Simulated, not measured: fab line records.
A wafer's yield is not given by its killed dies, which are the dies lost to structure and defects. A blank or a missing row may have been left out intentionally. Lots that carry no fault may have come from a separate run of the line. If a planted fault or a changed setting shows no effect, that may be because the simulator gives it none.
Which of the tools did it?    flow berkeley_cmos170    42 wafers from 14 lots sampled at 5 of the route's 331 steps

WHAT THE GAUGES SHOWED, per wafer
UCB170_PFIELD_TW_MEAS_09. Usual: PFIELD_TW gives 602 (standard deviation 3.6).
lot   measured     on             PFIELD_TW    flag
L746  day 4 15:57  film_metro-03  598 600 601  
L745  day 4 16:05  film_metro-04  613 612 610  
L748  day 5 01:31  film_metro-01  598 600 602  
L750  day 5 14:19  film_metro-03  600 601 600  
L751  day 5 19:17  film_metro-03  604 599 602  
L753  day 6 08:29  film_metro-03  601 600 601  
L755  day 6 15:54  film_metro-03  604 601 599  
L754  day 6 16:05  film_metro-01  600 602 598  
L757  day 7 01:56  film_metro-01  599 599 599  
L761  day 8 02:55  film_metro-04  603 604 606  
L764  day 8 09:11  film_metro-01  602 598 599  
L765  day 8 19:31  film_metro-03  603 606 603  
L766  day 8 19:32  film_metro-01  601 598 599  
L767  day 9 00:57  film_metro-03  598 601 600  

UCB170_PVT_TW_MEAS_09. Usual: PVT_TW gives 509 (standard deviation 3.8).
lot   measured      on             PVT_TW       flag
L746  day 6 03:07   film_metro-04  511 512 510  
L745  day 6 02:50   film_metro-04  513 516 511  
L748  day 6 15:47   film_metro-04  511 512 512  
L750  day 6 19:38   film_metro-04  511 514 510  
L751  day 6 19:56   film_metro-02  511 510 511  
L753  day 7 15:04   film_metro-01  507 506 507  
L755  day 7 21:25   film_metro-01  506 507 504  
L754  day 7 21:09   film_metro-01  504 508 504  
L757  day 8 08:26   film_metro-01  503 507 507  
L761  day 9 08:38   film_metro-01  507 506 507  
L764  day 9 10:04   film_metro-02  515 513 513  
L765  day 9 18:22   film_metro-01  506 507 506  
L766  day 9 18:10   film_metro-01  507 504 505  
L767  day 10 04:07  film_metro-04  512 514 515  

UCB170_GATE_THK_MEAS_05. Usual: GATE_POLY_THK gives 213.9 nm (standard deviation 2.2).
lot   measured      on             GATE_POLY_THK (nm)  flag
L746  day 6 12:10   film_metro-03  208.7 208.1 210.8   
L745  day 6 12:10   film_metro-01  217.9 214.4 216.8   
L748  day 7 02:13   film_metro-01  215.8 215.2 213.1   
L750  day 7 05:49   film_metro-03  215.1 214.2 211.9   
L751  day 7 05:49   film_metro-02  212.7 211.7 211.7   
L753  day 8 01:32   film_metro-01  215.9 216.0 214.4   
L755  day 8 05:46   film_metro-01  217.6 218.6 216.4   
L754  day 8 07:21   film_metro-03  429.2 431.0 433.1   OFF
L757  day 8 19:44   film_metro-01  428.0 426.3 424.6   OFF
L761  day 9 20:02   film_metro-01  210.9 210.6 210.0   
L764  day 9 20:04   film_metro-03  215.1 215.6 213.9   
L765  day 10 02:52  film_metro-01  215.2 215.4 214.7   
L766  day 10 02:51  film_metro-03  215.2 217.7 214.4   
L767  day 10 12:31  film_metro-01  214.4 216.6 215.6   

UCB170_GATE_CD_MEAS_12: the cd target is 350 nm. Usual: cd_nm reads 350.3 nm (standard deviation 1.5).
lot   measured      on         cd_nm (nm)         flag
L746  day 6 13:37   cd_sem-01  348.5 348.4 348.9  
L745  day 6 13:22   cd_sem-01  351.8 350.3 351.5  
L748  day 7 03:07   cd_sem-01  349.7 349.4 349.1  
L750  day 7 06:51   cd_sem-02  351.5 351.6 352.1  
L751  day 7 06:44   cd_sem-01  349.2 349.8 348.9  
L753  day 8 02:26   cd_sem-01  351.2 352.6 352.5  
L755  day 8 06:40   cd_sem-01  348.6 349.3 349.6  
L754  day 8 08:35   cd_sem-01  348.4 350.2 351.3  
L757  day 8 21:02   cd_sem-01  349.3 349.9 350.0  
L761  day 9 21:43   cd_sem-02  347.4 347.6 346.2  
L764  day 9 21:45   cd_sem-01  352.0 352.3 353.6  
L765  day 10 05:16  cd_sem-01  349.2 349.8 349.8  
L766  day 10 04:52  cd_sem-02  348.8 348.0 349.1  
L767  day 10 13:44  cd_sem-01  349.5 351.3 350.4  

TOOL THAT RAN EACH LOT (tool first, then ch and the chambers of the sampled wafers, then the start)
lot   UCB170_GATE_CVD_04
L746  lpcvd-01 ch 0, day 6 10:46
L745  lpcvd-01 ch 0, day 6 10:46
L748  lpcvd-02 ch 1, day 7 00:07
L750  lpcvd-02 ch 1, day 7 04:25
L751  lpcvd-02 ch 1, day 7 04:25
L753  lpcvd-02 ch 0, day 8 00:08
L755  lpcvd-01 ch 1, day 8 04:22
L754  lpcvd-01 ch 1, day 8 04:22
L757  lpcvd-02 ch 1, day 8 16:44
L761  lpcvd-01 ch 1, day 9 18:38
L764  lpcvd-01 ch 0, day 9 18:38
L765  lpcvd-01 ch 1, day 10 01:27
L766  lpcvd-01 ch 1, day 10 01:27
L767  lpcvd-02 ch 0, day 10 11:07
- UCB170_GATE_CVD_04: deposits poly-Si from SiH4, time 1440 s, target thk 214 nm.

WHAT THE TOOLS THEMSELVES READ (means of the sampled wafers that have a number; where no wafer has one, the mark that the record gives instead)
UCB170_GATE_CVD_04. Usual: pressure_mtorr 375.1 mTorr, standard deviation 0.75; spike_tc_load_C 630.6 C, standard deviation 1.5.
lot   tool      pressure_mtorr (mTorr)  spike_tc_load_C (C)  flag
L746  lpcvd-01  375.8                   628.9                
L745  lpcvd-01  375.6                   629.6                
L748  lpcvd-02  375.8                   632.9                
L750  lpcvd-02  374.7                   632.3                
L751  lpcvd-02  375.3                   632.2                
L753  lpcvd-02  375.9                   630.9                
L755  lpcvd-01  375.2                   629.2                
L754  lpcvd-01  375.0                   630.7                
L757  lpcvd-02  375.1                   632.3                
L761  lpcvd-01  374.4                   630.4                
L764  lpcvd-01  375.7                   629.7                
L765  lpcvd-01  375.1                   628.5                
L766  lpcvd-01  374.1                   629.6                
L767  lpcvd-02  374.4                   630.9                

THE ANSWER, worked out from the rows above alone
Rule: take the mean of a lot's wafers that have a number; if it is more than 3 standard deviations from the usual mean, the lot is off. A lot without any number at a reading at which 4 lots or more have one is off too. Where the step has rows for the other lots, those lots are counted as sound. First the gauges in route order, then the tools' own readings, where a lot's mean is used as printed above. At the first step where some lot is off, the reading lying furthest off is the one used; lots without a number count as furthest.
Off: at UCB170_GATE_THK_MEAS_05 (GATE_POLY_THK), L754, L757.
If a tool, at a process step before that reading, ran all the lots that are off and no sound lot after the first of them, it fits. The gauges at UCB170_GATE_THK_MEAS_05 are tried like those tools. Not one of the candidates tried fits.

WHAT THE SIMULATOR HAD PUT IN
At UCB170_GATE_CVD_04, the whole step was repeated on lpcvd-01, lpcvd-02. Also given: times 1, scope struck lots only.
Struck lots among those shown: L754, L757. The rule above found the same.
